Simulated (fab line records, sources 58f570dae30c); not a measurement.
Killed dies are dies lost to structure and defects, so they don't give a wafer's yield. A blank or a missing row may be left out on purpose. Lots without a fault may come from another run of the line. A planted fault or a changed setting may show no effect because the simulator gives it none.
Which tool did it? | flow berkeley_cmos170 | 14 lots, 42 wafers sampled, at 1 step of a route of 331

WHAT THE GAUGES READ, wafer by wafer
UCB170_SILICIDE_RS_MEAS_02: measures by four-point-probe.
lot  | measured     | on            | SILICIDE_TI_RS (ohm/sq)
L495 | day 6 15:30  | film_metro-02 | 26.3 27.3 27.1
L497 | day 6 23:59  | film_metro-04 | 26.1 26.6 26.0
L499 | day 7 09:00  | film_metro-04 | 26.6 26.1 26.3
L500 | day 8 03:56  | film_metro-04 | 25.8 26.0 26.5
L502 | day 8 12:35  | film_metro-02 | 25.9 26.6 26.7
L504 | day 8 16:40  | film_metro-04 | 25.2 25.8 25.8
L506 | day 8 17:03  | film_metro-04 | 26.9 26.1 26.7
L503 | day 8 17:15  | film_metro-03 | 25.9 25.9 25.7
L501 | day 8 17:36  | film_metro-04 | 26.0 26.0 25.4
L511 | day 10 14:14 | film_metro-04 | 26.0 25.9 25.9
L509 | day 10 14:49 | film_metro-04 | 27.1 26.3 27.1
L512 | day 10 19:54 | film_metro-02 | 26.5 26.6 26.5
L518 | day 11 13:54 | film_metro-04 | 25.7 25.6 25.6
L517 | day 11 14:33 | film_metro-02 | 26.6 26.7 26.5

WHICH TOOL RAN EACH LOT (tool, then ch and the chambers of the sampled wafers, then the start)
The record holds no process step before these readings.

WHAT THE TOOLS THEMSELVES READ (means of the sampled wafers that have a number; where no wafer has one, the mark that the record gives instead)
The record holds no such reading with a usual standard deviation.

THE ANSWER, worked out from the rows above alone
Rule: what is usual is taken from the lots themselves. Put in order of their means at a reading, lots are off if they are a third of the lots or fewer, leave a main group of 4 or more, and stand apart from it by a gap of 3 or more times the standard deviation of the main group's means; of several such gaps the widest counts. A main group whose means are all the same, to the digits that the tables above print for the reading, isn't used. A lot without any number at a reading at which 4 lots or more have one is off too. The other lots that the step has rows for count as sound. The gauges are gone through in route order, then the tools' own readings, and for those a lot's mean is taken as printed above. The first step at which some lot is off is used, and at that step the reading that is off furthest; a lot without a number counts as furthest.
No lot is off at any reading shown: from this, nothing can be told.

WHAT THE SIMULATOR HAD PUT IN
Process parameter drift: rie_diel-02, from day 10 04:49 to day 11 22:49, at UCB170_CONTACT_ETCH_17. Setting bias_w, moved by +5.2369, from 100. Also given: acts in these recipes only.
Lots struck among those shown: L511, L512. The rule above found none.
